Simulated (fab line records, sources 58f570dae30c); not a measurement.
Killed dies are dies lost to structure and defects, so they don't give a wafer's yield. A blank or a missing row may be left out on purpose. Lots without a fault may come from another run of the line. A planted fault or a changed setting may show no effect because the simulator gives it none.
Which tool did it? | flow berkeley_cmos170 | 14 lots, 42 wafers sampled, at 2 steps of a route of 331

WHAT THE GAUGES READ, wafer by wafer
UCB170_FIELD_THK_MEAS_91. Usual: FIELD_OXIDE_LEFT_2_THK 352 nm, standard deviation 11.
lot  | measured     | on            | FIELD_OXIDE_LEFT_2_THK (nm) | flag
L488 | day 5 11:24  | film_metro-01 | 344 348 342                 |
L489 | day 6 03:19  | film_metro-02 | 357 353 347                 |
L490 | day 6 06:58  | film_metro-04 | 343 334 343                 |
L491 | day 6 09:59  | film_metro-02 | 343 345 351                 |
L492 | day 6 10:16  | film_metro-04 | 330 341 344                 |
L495 | day 7 08:51  | film_metro-04 | 353 362 345                 |
L496 | day 7 08:52  | film_metro-02 | 354 353 358                 |
L499 | day 8 19:12  | film_metro-04 | 354 342 352                 |
L500 | day 8 19:16  | film_metro-04 | 346 347 347                 |
L506 | day 10 00:46 | film_metro-01 | 364 366 372                 |
L505 | day 10 00:47 | film_metro-04 | 358 359 360                 |
L504 | day 10 00:50 | film_metro-02 | 365 358 358                 |
L509 | day 10 11:07 | film_metro-01 | 370 371 377                 |
L508 | day 10 11:40 | film_metro-04 | 349 347 343                 |

UCB170_NSD_CD_MEAS_06: target cd 1200 nm. Usual: cd_nm 1199.8 nm, standard deviation 1.4.
lot  | measured     | on        | cd_nm (nm)           | flag
L488 | day 6 17:16  | cd_sem-01 | 1200.4 1200.3 1201.3 |
L489 | day 7 04:52  | cd_sem-02 | 1202.4 1202.1 1201.6 |
L490 | day 7 09:20  | cd_sem-01 | 1198.7 1199.5 1199.0 |
L491 | day 7 09:37  | cd_sem-02 | 1200.3 1198.4 1199.6 |
L492 | day 7 09:07  | cd_sem-01 | 1199.6 1201.3 1199.6 |
L495 | day 8 16:59  | cd_sem-01 | 1202.8 1201.3 1202.2 |
L496 | day 8 16:27  | cd_sem-02 | 1201.5 1199.6 1200.0 |
L499 | day 10 03:40 | cd_sem-02 | 1197.9 1199.0 1198.6 |
L500 | day 10 03:34 | cd_sem-02 | 1200.9 1202.5 1200.6 |
L506 | day 11 04:01 | cd_sem-02 | 1199.4 1198.4 1199.3 |
L505 | day 11 03:52 | cd_sem-02 | 1198.2 1198.6 1198.0 |
L504 | day 11 03:35 | cd_sem-01 | 1199.9 1199.0 1198.3 |
L509 | day 11 15:35 | cd_sem-02 | 1199.5 1198.5 1200.1 |
L508 | day 11 15:35 | cd_sem-01 | 1199.2 1200.5 1199.4 |

WHICH TOOL RAN EACH LOT (tool, then ch and the chambers of the sampled wafers, then the start)
The record holds no process step before these readings.

WHAT THE TOOLS THEMSELVES READ (means of the sampled wafers that have a number; where no wafer has one, the mark that the record gives instead)
The record holds no such reading with a usual standard deviation.

THE ANSWER, worked out from the rows above alone
Rule: a lot is off if the mean of its wafers that have a number lies more than 3 standard deviations from the usual mean. A lot without any number at a reading at which 4 lots or more have one is off too. The other lots that the step has rows for count as sound. The gauges are gone through in route order, then the tools' own readings, and for those a lot's mean is taken as printed above. The first step at which some lot is off is used, and at that step the reading that is off furthest; a lot without a number counts as furthest.
No lot is off at any reading shown: from this, nothing can be told.

WHAT THE SIMULATOR HAD PUT IN
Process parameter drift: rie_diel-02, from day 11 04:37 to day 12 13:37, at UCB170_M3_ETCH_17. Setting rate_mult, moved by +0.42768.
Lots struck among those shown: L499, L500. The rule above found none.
